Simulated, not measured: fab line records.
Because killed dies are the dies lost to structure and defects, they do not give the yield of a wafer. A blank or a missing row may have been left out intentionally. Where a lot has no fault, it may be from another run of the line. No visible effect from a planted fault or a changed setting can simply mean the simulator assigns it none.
Which tool is to blame? | flow berkeleyCmos170 | Sampling: 14 lots, 42 wafers, 3 of 331 route steps

== WHAT EACH GAUGE READ, for each wafer ==
UCB170_M2_RS_MEAS_02: measures by four-point-probe.
lot  | measured     | on           | M2_AL_RS (ohm/sq)
L948 | day 7 14:55  | filmMetro-01 | 0.0326 0.0327 0.0327
L950 | day 7 15:00  | filmMetro-04 | 0.0321 0.0317 0.0319
L951 | day 7 22:14  | filmMetro-01 | 0.0325 0.0324 0.0321
L953 | day 8 08:17  | filmMetro-04 | 0.0318 0.0321 0.0326
L954 | day 8 16:22  | filmMetro-02 | 0.0325 0.0325 0.0325
L960 | day 9 15:32  | filmMetro-04 | 0.0320 0.0316 0.0320
L959 | day 9 15:46  | filmMetro-01 | 0.0323 0.0323 0.0320
L961 | day 10 03:27 | filmMetro-02 | 0.0714 0.0317 0.0313
L962 | day 10 11:38 | filmMetro-01 | 0.0310 0.0312 0.0708
L964 | day 10 12:10 | filmMetro-01 | 0.0315 0.0319 0.0321
L965 | day 11 00:49 | filmMetro-04 | 0.0327 0.0329 0.0317
L968 | day 11 10:41 | filmMetro-01 | 0.0326 0.0328 0.0318
L969 | day 11 11:17 | filmMetro-01 | 0.0315 0.0311 0.0319
L970 | day 11 11:28 | filmMetro-04 | 0.0319 0.0320 0.0314

UCB170_M2_THK_MEAS_03: measures by xrf.
lot  | measured     | on           | M2_AL_THK (nm)
L948 | day 7 15:01  | filmMetro-01 | 885 886 882
L950 | day 7 15:07  | filmMetro-04 | 911 922 924
L951 | day 7 22:22  | filmMetro-01 | 892 891 898
L953 | day 8 08:24  | filmMetro-04 | 911 909 892
L954 | day 8 16:28  | filmMetro-02 | 889 889 889
L960 | day 9 15:39  | filmMetro-04 | 914 928 906
L959 | day 9 15:53  | filmMetro-01 | 897 898 910
L961 | day 10 03:32 | filmMetro-02 | 409 913 921
L962 | day 10 11:45 | filmMetro-01 | 931 926 413
L964 | day 10 12:16 | filmMetro-01 | 919 904 896
L965 | day 11 00:56 | filmMetro-04 | 887 885 919
L968 | day 11 10:49 | filmMetro-01 | 896 883 914
L969 | day 11 11:23 | filmMetro-01 | 923 935 917
L970 | day 11 11:35 | filmMetro-04 | 913 912 929

== EACH LOT AND THE TOOL THAT RAN IT (in order: tool; ch and the chambers of the sampled wafers; start) ==
lot  | UCB170_M2_SPUTTER_01
L948 | pvdSputter-02, day 7 14:48
L950 | pvdSputter-03, day 7 14:55
L951 | pvdSputter-02, day 7 22:10
L953 | pvdSputter-03, day 8 08:11
L954 | pvdSputter-04, day 8 16:15
L960 | pvdSputter-02, day 9 15:26
L959 | pvdSputter-04, day 9 15:41
L961 | pvdSputter-03, day 10 03:19
L962 | pvdSputter-03, day 10 11:33
L964 | pvdSputter-04, day 10 12:04
L965 | pvdSputter-02, day 11 00:44
L968 | pvdSputter-02, day 11 10:36
L969 | pvdSputter-02, day 11 11:10
L970 | pvdSputter-04, day 11 11:22
- UCB170_M2_SPUTTER_01: material Al, target thk 900 nm, time 120 s.

== WHAT THE TOOLS THEMSELVES READ (means of the sampled wafers that have a number; where no wafer has one, the mark that the record gives instead) ==
UCB170_M2_SPUTTER_01.
lot  | tool          | throttleValvePct (%)
L948 | pvdSputter-02 | 30.4
L950 | pvdSputter-03 | 30.2
L951 | pvdSputter-02 | 30.4
L953 | pvdSputter-03 | 30.0
L954 | pvdSputter-04 | 31.3
L960 | pvdSputter-02 | 30.4
L959 | pvdSputter-04 | 31.0
L961 | pvdSputter-03 | 30.0
L962 | pvdSputter-03 | 30.5
L964 | pvdSputter-04 | 31.0
L965 | pvdSputter-02 | 29.9
L968 | pvdSputter-02 | 30.3
L969 | pvdSputter-02 | 30.1
L970 | pvdSputter-04 | 30.9

== THE ANSWER, worked out from the rows above alone ==
Rule: the lots themselves supply what counts as usual. Put in order of their means at a reading, lots are off if they are a third of the lots or fewer, leave a main group of 4 or more, and stand apart from it by a gap of 3 or more times the standard deviation of the main group's means; of several such gaps the widest counts. Not used: any main group whose means are identical at the precision the tables above print for the reading. A lot without any number at a reading at which 4 lots or more have one is off too. Where the step has rows for the other lots, those lots are counted as sound. The gauges are gone through in route order, then the tools' own readings, and for those a lot's mean is taken as printed above. The first step at which some lot is off is used, and at that step the reading that is off furthest; a lot without a number counts as furthest.
Off: L961, L962, seen at UCB170_M2_RS_MEAS_02 (M2_AL_RS). Mean 0.0321 ohm/sq and standard deviation 0.00034 in the main group.
If a tool, at a process step before that reading, ran all the lots that are off and no sound lot after the first of them, it fits. Those tools and the gauges at UCB170_M2_RS_MEAS_02 are tried in the same way. One fits: UCB170_M2_SPUTTER_01 on pvdSputter-03. A fault onset in the window from L953 (day 8 08:11, its last sound lot) to L961 (day 10 03:19, its first lot off) fits.

== WHAT THE SIMULATOR HAD PUT IN ==
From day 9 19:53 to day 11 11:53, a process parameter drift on pvdSputter-03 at UCB170_M2_SPUTTER_01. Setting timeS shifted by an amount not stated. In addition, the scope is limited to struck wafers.
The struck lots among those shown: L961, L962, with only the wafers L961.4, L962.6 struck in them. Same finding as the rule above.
